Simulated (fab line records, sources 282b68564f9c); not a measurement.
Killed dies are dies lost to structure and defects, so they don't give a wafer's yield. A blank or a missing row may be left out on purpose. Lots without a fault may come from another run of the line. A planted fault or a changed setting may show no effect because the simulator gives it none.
Which tool did it? | flow rit_cmos | 7 lots, 21 wafers sampled, at 2 steps of a route of 202

WHAT THE GAUGES READ, wafer by wafer
RIT_CONTACT_CD_MEAS_90: target cd 1000 nm.
lot  | measured    | on        | cd_nm (nm)
L943 | day 3 19:31 | cd_sem-02 | 995.6 997.4 997.5
L947 | day 4 16:12 | cd_sem-01 | 998.9 999.0 1000.3
L949 | day 5 02:37 | cd_sem-01 | - - -
L951 | day 5 10:50 | cd_sem-01 | 998.4 998.1 999.1
L957 | day 6 17:15 | cd_sem-02 | 1000.8 1001.4 998.9
L959 | day 7 04:34 | cd_sem-02 | 1000.1 999.2 1000.8
L961 | day 7 18:06 | cd_sem-02 | 996.5 996.6 1001.1

WHICH TOOL RAN EACH LOT (tool, then ch and the chambers of the sampled wafers, then the start)
lot  | RIT_CONTACT_ETCH_11
L943 | rie_diel-04 ch 0,2,3, day 3 19:09
L947 | rie_diel-03 ch 0,1,3, day 4 15:47
L949 | rie_diel-02 ch 0,3, day 5 02:13
L951 | rie_diel-02 ch 0,2,3, day 5 10:28
L957 | rie_diel-03 ch 0,3, day 6 16:53
L959 | rie_diel-04 ch 0,1,2, day 7 04:09
L961 | rie_diel-02 ch 1,2,3, day 7 17:41
- RIT_CONTACT_ETCH_11: etches SiO2 in CHF3/CF4/Ar, stops on TiSi2, target depth 480 nm, time 320 s.

THE ANSWER, worked out from the rows above alone
Rule: what is usual is taken from the lots themselves. Put in order of their means at a reading, lots are off if they are a third of the lots or fewer, leave a main group of 4 or more, and stand apart from it by a gap of 3 or more times the standard deviation of the main group's means; of several such gaps the widest counts. A main group whose means are all the same, to the digits that the tables above print for the reading, isn't used. A lot without any number at a reading at which 4 lots or more have one is off too. The other lots that the step has rows for count as sound.
Off: L949, at RIT_CONTACT_CD_MEAS_90 (cd_nm). Without a number there: L949. The main group: mean 998.9 nm, standard deviation 1.2.
A tool fits if, at a process step before that reading, it ran every lot that is off, and no sound lot after the first of them. The gauges at RIT_CONTACT_CD_MEAS_90 are tried like those tools. None of those tried fits.

WHAT THE SIMULATOR HAD PUT IN
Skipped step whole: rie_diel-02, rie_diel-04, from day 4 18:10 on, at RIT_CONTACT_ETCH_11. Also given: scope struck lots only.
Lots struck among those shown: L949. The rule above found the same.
